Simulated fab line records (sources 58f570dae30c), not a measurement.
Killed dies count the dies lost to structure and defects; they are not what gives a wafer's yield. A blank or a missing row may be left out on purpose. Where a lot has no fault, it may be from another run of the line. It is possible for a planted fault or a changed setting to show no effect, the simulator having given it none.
Check for tools in common | flow berkeley_cmos170 | Sample size 14 lots and 48 wafers

== THE REASON FOR OPENING IT ==
At UCB170_FIELD_THK_MEAS_02 the reading FIELD_OXIDE_THK is flagged on 2 of 14 lots. Fault-free wafers read 555 nm, with a standard deviation of 9.7.
Rule: flag the lot when none of its wafers has a number, or when each of its wafers that has one lies beyond 4 standard deviations from that mean. The other lots count as sound.

lot  | measured    | on            | FIELD_OXIDE_THK (nm), wafer by wafer | flag
L831 | day 4 13:58 | film_metro-04 | 562 553 560                          |
L832 | day 4 21:50 | film_metro-02 | 555 550 545                          |
L833 | day 5 06:01 | film_metro-04 | 569 558 569                          |
L835 | day 5 11:05 | film_metro-04 | 559 571 562                          |
L837 | day 6 02:01 | film_metro-04 | 566 567 572                          |
L838 | day 6 02:01 | film_metro-01 | 555 556 549                          |
L836 | day 6 02:04 | film_metro-02 | 555 551 558                          |
L839 | day 6 15:10 | film_metro-04 | 556 557 560                          |
L842 | day 7 01:02 | film_metro-02 | 551 554 546                          |
L841 | day 7 01:03 | film_metro-04 | 557 550 563                          |
L844 | day 7 08:11 | film_metro-01 | 542 542 543                          |
L843 | day 7 08:11 | film_metro-04 | 562 557 543                          |
L851 | day 8 21:08 | film_metro-04 | 658 651 656 659 651 657              | FLAGGED
L850 | day 8 21:08 | film_metro-01 | 663 665 662 663 666 662              | FLAGGED
Average over the flagged lots: 659 nm; offset from the usual +104 nm, equal to +11 standard deviations.

== EACH LOT AND THE TOOL IT RAN ON ==
The record holds 1 process step before the reading, out of a route of 331 steps. Each cell gives the tool, then ch followed by the chambers the sampled wafers passed through, then the start.
lot  | flag    | UCB170_FIELD_OXIDATION_01
L831 |         | furnace-01 ch 0, day 4 10:58
L832 |         | furnace-02 ch 0, day 4 18:50
L833 |         | furnace-02 ch 0, day 5 03:01
L835 |         | furnace-01 ch 0, day 5 08:05
L837 |         | furnace-02 ch 0, day 5 23:01
L838 |         | furnace-02 ch 0, day 5 23:01
L836 |         | furnace-02 ch 0, day 5 23:01
L839 |         | furnace-01 ch 0, day 6 12:09
L842 |         | furnace-03 ch 0, day 6 22:01
L841 |         | furnace-03 ch 0, day 6 22:01
L844 |         | furnace-02 ch 0, day 7 05:11
L843 |         | furnace-02 ch 0, day 7 05:11
L851 | FLAGGED | furnace-01 ch 0, day 8 18:08
L850 | FLAGGED | furnace-01 ch 0, day 8 18:08
What these steps do:
- UCB170_FIELD_OXIDATION_01: target thk 558.3 nm, ox time 7200 s.
- UCB170_FIELD_THK_MEAS_02

== FLAGGED OVER TOTAL, TOOL BY TOOL (the gauges that took the reading come last) ==
step                      | tool          | lots run | flagged | share of the flagged lots | sound lots run after its first flagged lot
UCB170_FIELD_OXIDATION_01 | furnace-01    | 5        | 2       | all                       | 0
UCB170_FIELD_OXIDATION_01 | furnace-02    | 7        | 0       | none                      | -
UCB170_FIELD_OXIDATION_01 | furnace-03    | 2        | 0       | none                      | -
UCB170_FIELD_THK_MEAS_02  | film_metro-01 | 3        | 1       | some                      | 0
UCB170_FIELD_THK_MEAS_02  | film_metro-02 | 3        | 0       | none                      | -
UCB170_FIELD_THK_MEAS_02  | film_metro-04 | 8        | 1       | some                      | 0

== WHAT THE TABLE PERMITS ==
Rows of the table that ran each flagged lot: 1, that is furnace-01 at UCB170_FIELD_OXIDATION_01.
- furnace-01 at UCB170_FIELD_OXIDATION_01: 2 of its 5 lots flagged. A fault beginning between L839 (day 6 12:09), its last sound lot, and L850 (day 8 18:08), its first flagged one, fits the data.
Just one tool remains: furnace-01 at UCB170_FIELD_OXIDATION_01.

== WHAT THE SIMULATOR HAD INSERTED ==
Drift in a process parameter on furnace-01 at UCB170_FIELD_OXIDATION_01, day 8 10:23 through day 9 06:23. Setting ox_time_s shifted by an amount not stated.
Struck lots among those shown: L851, L850. The rule given above showed the same thing.
